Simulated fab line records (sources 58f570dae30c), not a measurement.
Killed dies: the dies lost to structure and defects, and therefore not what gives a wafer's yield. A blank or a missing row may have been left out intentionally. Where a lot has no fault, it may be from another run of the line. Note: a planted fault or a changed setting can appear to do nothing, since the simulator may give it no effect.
A lot that was struck, set against a sound lot || flow berkeleyCmos170 || 15 out of 331 route steps
Sound: the wafers L232.1, L232.2, L232.4. Struck: wafer L243.1 (left out: L243.4, L243.6 of the same lot, which were not struck); the cause appears at the end.
Per side, at each step with rows, come the tool, then ch with its chambers, and then its first start. Under that, the readings that differ: sound wafers || struck wafers || difference of the means || sigmas: that difference in standard deviations of wafers without a fault.
alike: readings with means less than 2 such deviations apart, plus words and numbers identical on both sides. not compared: withheld readings, readings lacking a value on some wafer, bounds such as >300 that could conceal the same value, and numbers that have no deviation in the record and whose values overlap.
Wherever a step has rows on one side only, a row that says differs or no value, or a row with sigmas, the two part there. Numbers that don't overlap but have no deviation are shown without sigmas and don't part them. Lack of a reading on every wafer of one side parts them only where that side has two or more wafers.

first, 5 steps without rows for these wafers: UCB170_M1_COAT_04 (resist thk 900 nm); UCB170_M1_SOFTBAKE_05 (time 60 s); UCB170_M1_EXPOSE_06 (exposes mask METAL1, target cd 700 nm); UCB170_M1_PEB_07; UCB170_M1_DEVELOP_08 (develop time 45 s).
UCB170_M1_CD_MEAS_09: the cd target is 700 nm.
  sound on cdSem-01, day 9 16:53; struck on cdSem-01, day 11 09:07
{"reading": "cdNm (nm)", "sound": "700.4 700.8 701.6", "struck": 698.4, "difference": -2.5, "sigmas": -2}
UCB170_M1_OVL_MEAS_10:
  sound on overlay-02, day 9 17:00; struck on overlay-02, day 11 09:14
  alike: M1_OVL
UCB170_M1_ETCH_11: etches BARC in N2/H2.
  sound on rieDiel-04 ch 0,1,2, day 9 17:02; struck on rieDiel-02 ch 3, day 11 09:16
  alike: drypumpMotorCurrentA, oesProductAu, throttleValvePct
UCB170_M1_METAL_ETCH_12: etches Al in Cl2/BCl3, stops on PSG, target depth 780 nm, time 130 s.
  sound on rieMetal-04 ch 0,1, day 9 17:05; struck on rieMetal-02 ch 0, day 11 09:19
  alike: drypumpMotorCurrentA, mfcCl2Sccm, oesProductAu, throttleValvePct
  not compared: rfHoursCounterH
UCB170_M1_STRIP_13: strips in O2.
  sound on plasmaAsher-03 ch 0,1, day 9 17:13; struck on plasmaAsher-02 ch 1, day 11 09:29
  alike: drypumpMotorCurrentA, oesProductAu
  not compared: rfHoursCounterH
UCB170_M1_CD_MEAS_90: the cd target is 700 nm.
  sound on cdSem-01, day 9 17:19; struck on cdSem-02, day 11 09:35
{"reading": "cdNm (nm)", "sound": "702.6 704.3 702.8", "struck": 697.3, "difference": -5.9, "sigmas": -3}
then, 1 step without rows for these wafers: UCB170_M1_ANNEAL_14 (time 1200 s).
UCB170_V1_CVD_00: deposits SiO2 from TEOS/O2, target thk 2000 nm, time 250 s.
  sound on pecvd-04 ch 0,2, day 9 19:08; struck on pecvd-01 ch 2, day 11 11:59
{"reading": "model.SiO2_of_V1_CVD_00.thkNm (nm)", "sound": "1965 1976 2024", "struck": 1385, "difference": -603, "sigmas": ""}
  alike: heaterPowerW
UCB170_V1_THK_MEAS_01:
  sound on filmMetro-01, day 9 19:17; struck on filmMetro-03, day 11 12:08
{"reading": "V1_TEOS_THK (nm)", "sound": "1965 1976 2023", "struck": 1385, "difference": -603, "sigmas": -26}
UCB170_V1_CMP_02: polishes SiO2.
  sound on cmp-02 ch 0,1,2, day 9 19:21; struck on cmp-01 ch 1, day 11 12:26
  alike: headPressurePsi, motorCurrentA

WHERE THEY PART
Earliest at UCB170_M1_CD_MEAS_09; latest, in this record, at UCB170_V1_THK_MEAS_01. Later steps at which nothing parts them and some readings are alike: UCB170_V1_CMP_02.

WHY: whatever the simulator had introduced
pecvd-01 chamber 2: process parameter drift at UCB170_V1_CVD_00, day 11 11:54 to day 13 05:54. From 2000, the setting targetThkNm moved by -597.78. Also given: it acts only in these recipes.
